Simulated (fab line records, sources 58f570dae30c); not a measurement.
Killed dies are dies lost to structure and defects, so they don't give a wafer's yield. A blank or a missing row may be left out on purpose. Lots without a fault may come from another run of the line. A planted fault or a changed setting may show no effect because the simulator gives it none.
Which tool did it? | flow berkeley_cmos170 | 15 lots, 45 wafers sampled, at 2 steps of a route of 331

WHAT THE GAUGES READ, wafer by wafer
UCB170_PSD_OVL_MEAS_07. Usual: PSD_OVL 3 nm, standard deviation 4.6.
lot  | measured     | on         | PSD_OVL (nm) | flag
L619 | day 7 20:08  | overlay-02 | 5 0 6        |
L620 | day 8 10:26  | overlay-02 | 6 0 -2       |
L621 | day 8 23:33  | overlay-01 | 5 -2 -2      |
L623 | day 9 00:16  | overlay-02 | 1 4 1        |
L625 | day 9 10:17  | overlay-01 | -1 5 5       |
L626 | day 9 10:00  | overlay-02 | -1 8 4       |
L628 | day 9 20:09  | overlay-01 | 3 -1 -3      |
L630 | day 10 12:16 | overlay-01 | 2 3 1        |
L634 | day 10 17:31 | overlay-01 | 11 8 4       |
L635 | day 10 17:44 | overlay-02 | -3 -2 0      |
L636 | day 11 16:02 | overlay-01 | 2 -2 4       |
L637 | day 11 16:26 | overlay-02 | 15 15 10     |
L638 | day 11 16:18 | overlay-02 | 4 3 10       |
L639 | day 12 09:29 | overlay-01 | 2 5 10       |
L640 | day 12 09:46 | overlay-02 | 11 7 3       |

WHICH TOOL RAN EACH LOT (tool, then ch and the chambers of the sampled wafers, then the start)
lot  | UCB170_ACTIVE_CLEAN_00
L619 | wet_bench-04 ch 1, day 4 07:08
L620 | wet_bench-02 ch 1, day 4 18:03
L621 | wet_bench-02 ch 2, day 5 03:05
L623 | wet_bench-02 ch 0, day 5 03:05
L625 | wet_bench-04 ch 1, day 5 21:49
L626 | wet_bench-04 ch 1, day 5 21:49
L628 | wet_bench-04 ch 0, day 6 07:47
L630 | wet_bench-01 ch 1, day 7 03:30
L634 | wet_bench-02 ch 2, day 7 20:03
L635 | wet_bench-02 ch 2, day 7 20:03
L636 | wet_bench-01 ch 2, day 8 12:52
L637 | wet_bench-01 ch 2, day 8 12:52
L638 | wet_bench-01 ch 2, day 8 12:52
L639 | wet_bench-04 ch 2, day 8 23:38
L640 | wet_bench-04 ch 3, day 8 23:38
- UCB170_ACTIVE_CLEAN_00: cleans in SPM, time 600 s.

WHAT THE TOOLS THEMSELVES READ (means of the sampled wafers that have a number; where no wafer has one, the mark that the record gives instead)
UCB170_ACTIVE_CLEAN_00. Usual: bath_guard_temp_C 120.4 C, standard deviation 0.48; bath_heat_duty_pct 13.5 %, standard deviation 1.3.
lot  | tool         | bath_guard_temp_C (C) | bath_heat_duty_pct (%) | flag
L619 | wet_bench-04 | 120.6                 | 14.6                   |
L620 | wet_bench-02 | 120.8                 | 13.0                   |
L621 | wet_bench-02 | 120.9                 | 13.6                   |
L623 | wet_bench-02 | 120.2                 | 12.9                   |
L625 | wet_bench-04 | 120.6                 | 15.1                   |
L626 | wet_bench-04 | 120.6                 | 14.0                   |
L628 | wet_bench-04 | 120.1                 | 13.2                   |
L630 | wet_bench-01 | 120.2                 | 13.5                   |
L634 | wet_bench-02 | -                     | -                      | OFF
L635 | wet_bench-02 | -                     | -                      | OFF
L636 | wet_bench-01 | -                     | -                      | OFF
L637 | wet_bench-01 | 119.8                 | 11.2                   |
L638 | wet_bench-01 | 119.6                 | 11.2                   |
L639 | wet_bench-04 | 120.3                 | 14.0                   |
L640 | wet_bench-04 | 119.6                 | 12.7                   |

THE ANSWER, worked out from the rows above alone
Rule: a lot is off if the mean of its wafers that have a number lies more than 3 standard deviations from the usual mean. A lot without any number at a reading at which 4 lots or more have one is off too. The other lots that the step has rows for count as sound. The gauges are gone through in route order, then the tools' own readings, and for those a lot's mean is taken as printed above. The first step at which some lot is off is used, and at that step the reading that is off furthest; a lot without a number counts as furthest.
Off: L634, L635, L636, at UCB170_ACTIVE_CLEAN_00 (bath_guard_temp_C). Without a number there: L634, L635, L636.
A tool fits if, at that step or a process step before it, it ran every lot that is off, and no sound lot after the first of them. None of those tried fits.

WHAT THE SIMULATOR HAD PUT IN
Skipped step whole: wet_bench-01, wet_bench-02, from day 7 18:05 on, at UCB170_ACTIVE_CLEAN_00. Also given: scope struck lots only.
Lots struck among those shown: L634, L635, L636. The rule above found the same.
